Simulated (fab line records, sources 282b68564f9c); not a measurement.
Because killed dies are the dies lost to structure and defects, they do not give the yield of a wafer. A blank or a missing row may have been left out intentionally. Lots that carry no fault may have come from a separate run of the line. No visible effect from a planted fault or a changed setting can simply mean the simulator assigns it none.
Split-lot experiment | flow ritCmos | route with 202 steps; 5 lots, 23 wafers read

== ABOUT THE SPLIT ==
At RIT_NSD_COAT_01 (resist thk 1000 nm), the setting resistThkNm was moved away from the recipe's 1000 nm on 5 of the 23 wafers read, by -5.9% to +2.4%. This setting was run at the recipe's value on the other wafers.

== FROM THE SPLIT TO THE READING: what the file shows between them, 3 steps ==
- RIT_NSD_SOFTBAKE_02: time 60 s
- RIT_NSD_EXPOSE_03: exposes mask M9, target cd 40700 nm
- RIT_NSD_DEVELOP_05: develop time 50 s

== THE READING ==
NOVOLAK_of_NSD_COAT_01.thkNm (the simulator's own value, which no gauge read), in nm, at RIT_NSD_HARDBAKE_07 (time 60 s). The file does not state a usual value for it. Here, 18 wafers ran the recipe; their average is 884.7 nm with a standard deviation of 1.5 nm.

wafer  | tool, chamber at the split | resistThkNm as run, nm | against the recipe | NOVOLAK_of_NSD_COAT_01.thkNm, nm | against lot-mates on the recipe
L075.1 | lithoTrack-02, 0           | 1000                   | recipe             | 883.7                            | -
L075.2 | lithoTrack-02, 0           | 1000                   | recipe             | 885.7                            | -
L075.4 | lithoTrack-02, 0           | 1000                   | recipe             | 885.6                            | -
L075.5 | lithoTrack-02, 0           | 1000                   | recipe             | 883.2                            | -
L075.6 | lithoTrack-02, 0           | 1000                   | recipe             | 884.8                            | -
L078.1 | lithoTrack-02, 0           | 1000                   | recipe             | 882.8                            | -
L078.2 | lithoTrack-02, 0           | 1000                   | recipe             | 884.2                            | -
L078.3 | lithoTrack-02, 0           | 1000                   | recipe             | 884.9                            | -
L078.5 | lithoTrack-02, 0           | 1000                   | recipe             | 885                              | -
L078.6 | lithoTrack-02, 0           | 1000                   | recipe             | 883.5                            | -
L080.1 | lithoTrack-02, 0           | 1000                   | recipe             | 884.8                            | -
L080.2 | lithoTrack-02, 0           | 1000                   | recipe             | 886.5                            | -
L080.3 | lithoTrack-02, 0           | 1024                   | +2.4%              | 904.4                            | +18.8
L080.4 | lithoTrack-02, 0           | 1024                   | +2.4%              | 905.8                            | +20.1
L080.5 | lithoTrack-02, 0           | 1024                   | +2.4%              | 907.8                            | +22.1
L081.1 | lithoTrack-01, 0           | 1000                   | recipe             | 883.5                            | -
L081.6 | lithoTrack-01, 0           | 1000                   | recipe             | 883.5                            | -
L081.2 | lithoTrack-01, 0           | 941.4                  | -5.9%              | 830.3                            | -52.8
L081.3 | lithoTrack-01, 0           | 1000                   | recipe             | 882.2                            | -
L081.5 | lithoTrack-01, 0           | 941.4                  | -5.9%              | 830.6                            | -52.5
L082.1 | lithoTrack-01, 0           | 1000                   | recipe             | 885.6                            | -
L082.3 | lithoTrack-01, 0           | 1000                   | recipe             | 888.8                            | -
L082.6 | lithoTrack-01, 0           | 1000                   | recipe             | 886                              | -

THE FIT
A straight line over all 23 wafers: NOVOLAK_of_NSD_COAT_01.thkNm changes by +9.17 nm for each +1% of resistThkNm; r = +1.00; the points scatter about the line by 1.5 nm.
The same after taking each lot's own level away (the mean of its wafers on the recipe; 23 wafers): +8.87 nm for each +1%; r = +1.00; scatter 1.1 nm.
The reading moves by 52 nm for the largest change in resistThkNm, on that fit.
From 883.07 to 886.80 nm: that is the span of the lots' own levels, equal to 2.4 times the standard deviation above.
So the lot-to-lot level changes the slope little: the two slopes agree.
Check: with one of the wafers moved furthest among these (-5.9%) left out of the fit, the line predicts -51.7 nm for it against its lot-mates. Against them it came out at -52.8 nm.

== THE WHOLE CHAIN: every reading that the file lists as answering this split, in the file's order ==
step                | what it does       | reading                                                                       | change (the file's fit)              | r (the file's)
RIT_NSD_COAT_01     | resist thk 1000 nm | NOVOLAK_of_NSD_COAT_01.thkNm (the simulator's own value, which no gauge read) | +10.2 nm for each +1% of the setting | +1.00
RIT_NSD_HARDBAKE_07 | time 60 s          | NOVOLAK_of_NSD_COAT_01.thkNm (the simulator's own value, which no gauge read) | +8.91 nm for each +1% of the setting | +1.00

== FILE'S OWN FIT ==
NOVOLAK_of_NSD_COAT_01.thkNm changes by +8.91 nm for each +1% of resistThkNm, r = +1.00.
